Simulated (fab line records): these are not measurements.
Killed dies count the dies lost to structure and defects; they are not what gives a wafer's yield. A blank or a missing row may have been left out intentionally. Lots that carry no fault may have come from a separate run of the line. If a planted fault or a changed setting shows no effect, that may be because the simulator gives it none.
Chamber matching :: flow berkeley_cmos170 :: UCB170_SPACER_ETCHBACK_03 on rie_diel-01: 3 sister chambers
The step etches SiO2 in CHF3/CF4/Ar, stops on Si, target depth 376 nm, time 100 s. 14 wafers are shown with their chamber, then 3 later ones without.

== WAFERS WITH THEIR CHAMBER ==
wafer: L708.1
chamber: 1
drypump_motor_current_A (A): 6.3
throttle_valve_pct (%): 6.39
oes_product_au (a.u.): 0.892

wafer: L708.2
chamber: 2
drypump_motor_current_A (A): 5.1
throttle_valve_pct (%): 6.61
oes_product_au (a.u.): 0.903

wafer: L708.6
chamber: 3
drypump_motor_current_A (A): 5.9
throttle_valve_pct (%): 6.57
oes_product_au (a.u.): 0.901

wafer: L710.3
chamber: 2
drypump_motor_current_A (A): 5.1
throttle_valve_pct (%): 6.64
oes_product_au (a.u.): 0.903

wafer: L710.4
chamber: 1
drypump_motor_current_A (A): 6.4
throttle_valve_pct (%): 6.40
oes_product_au (a.u.): 0.902

wafer: L710.5
chamber: 1
drypump_motor_current_A (A): 6.4
throttle_valve_pct (%): 6.38
oes_product_au (a.u.): 0.904

wafer: L716.1
chamber: 1
drypump_motor_current_A (A): 6.3
throttle_valve_pct (%): 6.40
oes_product_au (a.u.): 0.891

wafer: L716.4
chamber: 2
drypump_motor_current_A (A): 5.0
throttle_valve_pct (%): 6.63
oes_product_au (a.u.): 0.917

wafer: L721.1
chamber: 2
drypump_motor_current_A (A): 5.1
throttle_valve_pct (%): 6.63
oes_product_au (a.u.): 0.916

wafer: L721.3
chamber: 1
drypump_motor_current_A (A): 6.4
throttle_valve_pct (%): 6.39
oes_product_au (a.u.): 0.877

wafer: L721.6
chamber: 3
drypump_motor_current_A (A): 5.9
throttle_valve_pct (%): 6.59
oes_product_au (a.u.): 0.911

wafer: L728.2
chamber: 3
drypump_motor_current_A (A): 6.0
throttle_valve_pct (%): 6.57
oes_product_au (a.u.): 0.910

wafer: L728.5
chamber: 2
drypump_motor_current_A (A): 5.0
throttle_valve_pct (%): 6.64
oes_product_au (a.u.): 0.915

wafer: L728.6
chamber: 1
drypump_motor_current_A (A): 6.3
throttle_valve_pct (%): 6.41
oes_product_au (a.u.): 0.903

SIGNATURES (averages over the wafers above)
reading: drypump_motor_current_A
chamber 1: 6.350
chamber 2: 5.060
chamber 3: 5.933
scatter within a chamber: 0.0553

reading: throttle_valve_pct
chamber 1: 6.3950
chamber 2: 6.6300
chamber 3: 6.5767
scatter within a chamber: 0.0113

reading: oes_product_au
chamber 1: 0.89483
chamber 2: 0.91080
chamber 3: 0.90733
scatter within a chamber: 0.00857
Rule: a wafer's distance from a chamber is the root of the sum, over the readings, of the square of ((its reading less the chamber's mean) divided by the reading's scatter). The wafer belongs to the nearest chamber; if the next one is less than 2 further off, it can't be placed. The scatter: take each reading less its chamber's mean, square it, sum over the shown wafers, divide by the number of wafers less the number of chambers, and take the root.

== WAFERS WITH NO CHAMBER GIVEN ==
wafer: L730.2
drypump_motor_current_A (A): 6.4
throttle_valve_pct (%): 6.39
oes_product_au (a.u.): 0.890

wafer: L730.5
drypump_motor_current_A (A): 6.4
throttle_valve_pct (%): 6.39
oes_product_au (a.u.): 0.919

wafer: L731.2
drypump_motor_current_A (A): 5.9
throttle_valve_pct (%): 6.57
oes_product_au (a.u.): 0.910

== EACH ONE'S CHAMBER ==
wafer: L730.2
from the rows above: 1
in truth: 1

wafer: L730.5
from the rows above: 1
in truth: 1

wafer: L731.2
from the rows above: 3
in truth: 3
Placed correctly: 3 of 3. Left unplaced by these rows: 0. Placed wrongly: 0.
